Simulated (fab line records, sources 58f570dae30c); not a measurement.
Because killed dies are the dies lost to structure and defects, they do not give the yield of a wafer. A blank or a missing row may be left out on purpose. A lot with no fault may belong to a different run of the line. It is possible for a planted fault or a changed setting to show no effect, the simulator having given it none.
Matching of chambers | flow berkeleyCmos170 | UCB170_GATE_ETCH_15 on rieSi-02: 4 sister chambers
The step etches poly-Si in HBr/Cl2, stops on SiO2, time 56.3 s, target depth 278.2 nm. 16 wafers are shown with their chamber, then 8 later ones without.

WAFERS WITH THEIR CHAMBER
wafer  | chamber | drypumpMotorCurrentA (A) | throttleValvePct (%) | oesProductAu (a.u.)
L963.3 | 0       | 5.8                      | 26.67                | 0.837
L963.4 | 2       | 6.8                      | 26.17                | 0.847
L963.6 | 3       | 5.1                      | 26.34                | 0.833
L967.1 | 2       | 6.7                      | 26.18                | 0.837
L967.2 | 0       | 5.8                      | 26.64                | 0.846
L967.6 | 3       | 5.1                      | 26.36                | 0.831
L969.1 | 1       | 5.6                      | 26.84                | 0.822
L969.4 | 2       | 6.7                      | 26.16                | 0.830
L969.6 | 2       | 6.7                      | 26.17                | 0.819
L971.1 | 3       | 5.1                      | 26.35                | 0.832
L971.5 | 3       | 5.1                      | 26.34                | 0.837
L971.6 | 2       | 6.7                      | 26.17                | 0.825
L972.3 | 1       | 5.6                      | 26.85                | 0.817
L972.4 | 3       | 5.1                      | 26.36                | 0.830
L972.5 | 2       | 6.7                      | 26.16                | 0.832
L974.4 | 2       | 6.7                      | 26.16                | 0.831

SIGNATURES (means of the wafers above)
reading              | chamber 0 | chamber 1 | chamber 2 | chamber 3 | scatter within a chamber
drypumpMotorCurrentA | 5.800     | 5.600     | 6.714     | 5.100     | 0.0267
throttleValvePct     | 26.6550   | 26.8450   | 26.1671   | 26.3500   | 0.0102
oesProductAu         | 0.84150   | 0.81950   | 0.83157   | 0.83260   | 0.00679
Rule: a wafer's distance from a chamber is the root of the sum, over the readings, of the square of ((its reading less the chamber's mean) divided by the reading's scatter). If the next closest chamber is less than 2 further off than the closest, the wafer can't be placed; otherwise it belongs to the closest. How the scatter is found: for the shown wafers, subtract from each reading the mean of its chamber, square and add these, divide the total by (wafers less chambers), then take the root.

WAFERS WHOSE CHAMBER IS MISSING
wafer  | drypumpMotorCurrentA (A) | throttleValvePct (%) | oesProductAu (a.u.)
L974.5 | 5.6                      | 26.85                | 0.827
L974.6 | 6.7                      | 26.17                | 0.825
L981.2 | 5.1                      | 26.33                | 0.839
L981.4 | 5.6                      | 26.85                | 0.820
L981.6 | 5.8                      | 26.65                | 0.838
L985.4 | 5.6                      | 26.85                | 0.823
L985.5 | 5.1                      | 26.36                | 0.834
L985.6 | 5.8                      | 26.64                | 0.844

THE CHAMBER EACH PASSED THROUGH
wafer  | from the rows above | in truth
L974.5 | 1                   | 1
L974.6 | 2                   | 2
L981.2 | 3                   | 3
L981.4 | 1                   | 1
L981.6 | 0                   | 0
L985.4 | 1                   | 1
L985.5 | 3                   | 3
L985.6 | 0                   | 0
8 of 8 placed correctly. Number that these rows cannot place: 0. Placed wrongly: 0.
